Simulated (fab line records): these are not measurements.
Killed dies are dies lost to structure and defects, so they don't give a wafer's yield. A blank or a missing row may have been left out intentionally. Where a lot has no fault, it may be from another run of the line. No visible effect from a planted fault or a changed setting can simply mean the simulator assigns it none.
fab line records	flow rit_cmos
record: lots: 14	wafers: 42	last_day: 7
route steps=202 shown NWELL@36
lots that met no fault: taken from a fault-free run of the same line
start_h: start of the lot's first displayed wafer, in hours after the record's first day	wait_h: hours elapsed since this lot's preceding step	" identical to the entry in the row above	L1.1+2: a row that stands for several wafers	- no value present, or no start provided	* or withheld: withheld	< > ~ a bound
route shown NAME@n: NAME is a module with steps in the file, n the number in the route of the first one	usual: mean and standard deviation over wafers with no fault	same: alike in all rows	chamber/n: place in a boat	sites: the reading at each site	_std_site: their standard deviation	_edge_site: the outer-site mean with the inner-site mean subtracted	radius_mm: how far each site lies from the wafer's centre	mask NAME#n: copy n	behind: the tool/chamber that last shaped the wafer	hold: cause of the lot's hold/its duration in hours/its outcome	device: transistor that didn't switch, given as n, p or np	end of line: the same wafers' tests at the end of the route	a step given without rows: its recipe and nothing more	killed: not the wafer's yield, but the dies lost to structure and defects at the first sort	map: a wafer's dies, x killed, . not, _ none there
set.NAME: the setting that was run; set.NAME@STEP: the one run at that earlier step	model.NAME: the simulator's own value behind a step, which no gauge read
the route's steps for a sample of lots (tables are steps, rows are wafers)
services: from which hour (start_h, from the record's first day; less than 0 if before it) a tool's chamber was out of use, for how many hours, and why
== steps ==
step: RIT_NWELL_IMPLANT_08
recipe: species: P	energy_kev: 170	dose_cm2: 5e+13	tilt_deg: 7
usual: beam_on_s: 10.01/0.2	end_station_pressure_torr: 5.15e-06/2.7e-07	faraday_current_uA: 158/3.1
same: implant_ion_amu: 31
lot.wafer	tool	chamber	start_h	wait_h	beam_on_s	end_station_pressure_torr	faraday_current_uA
L845.1	implanter-04	0	22.06	0.2	9.95	5.03e-06	160
L845.2	"	0	"	"	9.87	5.12e-06	161
L845.4	"	0	"	"	10.31	5.03e-06	154
L846.1	implanter-04	0	26.10	0.2	9.93	4.96e-06	160
L846.2	"	0	"	"	9.92	5.36e-06	160
L846.6	"	0	"	"	9.94	5.15e-06	159
L847.2	implanter-02	0	35.83	0.2	10.08	5.29e-06	157
L847.4	"	0	"	"	10.20	4.93e-06	156
L847.6	"	0	"	"	9.65	5.31e-06	164
L848.1	implanter-04	0	38.44	0.2	9.99	4.98e-06	159
L848.4	"	0	"	"	10.22	4.95e-06	154
L848.6	"	0	"	"	10.06	5.27e-06	157
L849.1	implanter-04	0	41.91	0.2	9.85	4.9e-06	161
L849.3	"	0	"	"	10.03	5.18e-06	158
L849.4	"	0	"	"	10.07	5.11e-06	157
L850.1	implanter-04	0	48.56	0.2	9.67	4.83e-06	163
L850.3	"	0	"	"	10.09	4.66e-06	157
L850.5	"	0	"	"	10.42	5.18e-06	152
L852.1	implanter-01	0	59.13	0.2	9.83	5.18e-06	161
L852.2	"	0	"	"	10.10	5.27e-06	158
L852.3	"	0	"	"	10.12	5.16e-06	157
L853.2	implanter-01	0	65.64	0.2	9.90	5.36e-06	160
L853.5	"	0	"	"	10.14	5.31e-06	156
L853.6	"	0	"	"	9.91	4.74e-06	160
L854.1	implanter-02	0	68.69	0.2	10.18	4.91e-06	156
L854.3	"	0	"	"	10.52	5.5e-06	150
L854.4	"	0	"	"	9.75	5.16e-06	162
L856.2	implanter-01	0	79.75	0.2	9.89	5.58e-06	160
L856.3	"	0	"	"	10.06	5.14e-06	158
L856.6	"	0	"	"	9.92	5e-06	160
L858.2	implanter-02	0	88.18	0.2	9.83	5.22e-06	161
L858.5	"	0	"	"	9.96	5.08e-06	159
L858.6	"	0	"	"	9.98	5.32e-06	159
L862.4	implanter-04	0	107.70	0.2	11.18	4.907e-05	143
L862.5	"	0	"	"	10.64	5.115e-05	150
L862.6	"	0	"	"	10.94	5.529e-05	146
L864.1	implanter-04	0	117.29	0.2	10.92	5.03e-05	147
L864.2	"	0	"	"	11.01	4.998e-05	146
L864.4	"	0	"	"	10.71	5.074e-05	150
L868.1	implanter-01	0	139.61	0.2	9.78	4.7e-06	161
L868.4	"	0	"	"	10.04	5.18e-06	158
L868.5	"	0	"	"	9.97	4.98e-06	158
step: RIT_NWELL_TW_MEAS_10
usual: NWELL_TW: 2148/16
lot.wafer	tool	chamber	start_h	wait_h	NWELL_TW
L845.1	film_metro-03	-	22.39	0.1	2156
L845.2	"	-	"	"	2158
L845.4	"	-	"	"	2151
L846.1	film_metro-04	-	26.42	0.1	2146
L846.2	"	-	"	"	2140
L846.6	"	-	"	"	2142
L847.2	film_metro-03	-	36.14	0.1	2162
L847.4	"	-	"	"	2161
L847.6	"	-	"	"	2165
L848.1	film_metro-04	-	38.77	0.1	2142
L848.4	"	-	"	"	2149
L848.6	"	-	"	"	2141
L849.1	film_metro-03	-	42.24	0.1	2157
L849.3	"	-	"	"	2157
L849.4	"	-	"	"	2145
L850.1	film_metro-04	-	48.89	0.1	2130
L850.3	"	-	"	"	2129
L850.5	"	-	"	"	2120
L852.1	film_metro-03	-	59.60	0.1	2164
L852.2	"	-	"	"	2153
L852.3	"	-	"	"	2153
L853.2	film_metro-01	-	65.95	0.1	2147
L853.5	"	-	"	"	2154
L853.6	"	-	"	"	2144
L854.1	film_metro-03	-	69.01	0.1	2163
L854.3	"	-	"	"	2157
L854.4	"	-	"	"	2160
L856.2	film_metro-03	-	80.06	0.1	2158
L856.3	"	-	"	"	2156
L856.6	"	-	"	"	2164
L858.2	film_metro-01	-	88.49	0.1	2137
L858.5	"	-	"	"	2139
L858.6	"	-	"	"	2131
L862.4	film_metro-04	-	107.98	0.1	2201
L862.5	"	-	"	"	2191
L862.6	"	-	"	"	2196
L864.1	film_metro-01	-	117.61	0.1	2217
L864.2	"	-	"	"	2208
L864.4	"	-	"	"	2207
L868.1	film_metro-01	-	139.94	0.1	2146
L868.4	"	-	"	"	2138
L868.5	"	-	"	"	2134
step: RIT_WELLDRIVE_RS_MEAS_01
recipe: thk_meas_gauge: four-point-probe
usual: NWELL_RS: 275.5/0.92
lot.wafer	tool	chamber	start_h	wait_h	NWELL_RS[ohm/sq]
L845.1	film_metro-03	-	29.08	0.0	275.9
L845.2	"	-	"	"	275.8
L845.4	"	-	"	"	275.8
L846.1	film_metro-03	-	35.10	0.0	275.5
L846.2	"	-	"	"	275.3
L846.6	"	-	"	"	276.4
L847.2	film_metro-03	-	43.41	0.0	274.3
L847.4	"	-	"	"	274.9
L847.6	"	-	"	"	274.5
L848.1	film_metro-04	-	47.41	0.0	275.2
L848.4	"	-	"	"	274.3
L848.6	"	-	"	"	274.3
L849.1	film_metro-03	-	49.06	0.0	277.0
L849.3	"	-	"	"	276.9
L849.4	"	-	"	"	277.5
L850.1	film_metro-04	-	55.58	0.0	276.4
L850.3	"	-	"	"	276.0
L850.5	"	-	"	"	275.1
L852.1	film_metro-04	-	68.47	0.0	274.5
L852.2	"	-	"	"	276.0
L852.3	"	-	"	"	276.0
L853.2	film_metro-01	-	73.58	0.0	276.1
L853.5	"	-	"	"	276.3
L853.6	"	-	"	"	276.6
L854.1	film_metro-04	-	78.45	0.0	275.5
L854.3	"	-	"	"	275.5
L854.4	"	-	"	"	275.6
L856.2	film_metro-04	-	86.89	0.0	276.6
L856.3	"	-	"	"	276.1
L856.6	"	-	"	"	276.2
L858.2	film_metro-03	-	96.38	0.0	274.9
L858.5	"	-	"	"	275.3
L858.6	"	-	"	"	276.1
L862.4	film_metro-03	-	115.28	0.1	258.6
L862.5	"	-	"	"	258.8
L862.6	"	-	"	"	258.5
L864.1	film_metro-03	-	124.81	0.0	258.0
L864.2	"	-	"	"	257.6
L864.4	"	-	"	"	258.5
L868.1	film_metro-04	-	147.53	0.0	275.9
L868.4	"	-	"	"	275.0
L868.5	"	-	"	"	275.1
== services ==
tool	chamber	start_h	hours	kind
implanter-02	-	48.99	2.3	repair
implanter-02	-	82.65	2.4	pm
implanter-01	-	83.39	10.1	repair
implanter-02	-	96.48	5.3	repair
== key ==
first_sign: step: RIT_NWELL_IMPLANT_08	reading: end_station_pressure_torr	direction: up	sigmas: 99+	usual: 5.15e-06	struck: 5.109e-05
effect: step: RIT_NWELL_IMPLANT_08	reading: beam_on_s	direction: up	sigmas: 4.5	usual: 10.01	struck: 10.90
effect: step: RIT_NWELL_TW_MEAS_10	reading: NWELL_TW	direction: up	sigmas: 3.4	usual: 2148	struck: 2203
effect: step: RIT_WELLDRIVE_RS_MEAS_01	reading: NWELL_RS	direction: down	sigmas: 19	usual: 275.5	struck: 258.3
met_at RIT_NWELL_IMPLANT_08
struck_lots L862,L864
tester_left_out L862,L864
onset_between 48.56 107.70
fault: kind: process_parameter_drift	tool: implanter-04	chamber: -	onset_h: 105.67	steps: RIT_NWELL_IMPLANT_08	channel: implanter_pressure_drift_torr	offset: 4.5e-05	shape: step	end_h: 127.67
fault: kind: process_parameter_drift	tool: implanter-04	chamber: -	onset_h: 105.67	steps: RIT_NWELL_IMPLANT_08	channel: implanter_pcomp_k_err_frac	offset: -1	shape: step	end_h: 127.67
tester_left_out: of these lots the tester's yield and bins aren't shown, on N5 and GAA mostly nor the transistor test; their killed dies are dies lost to structure and defects alone, not to doping, threshold or leakage, so they don't give the yield
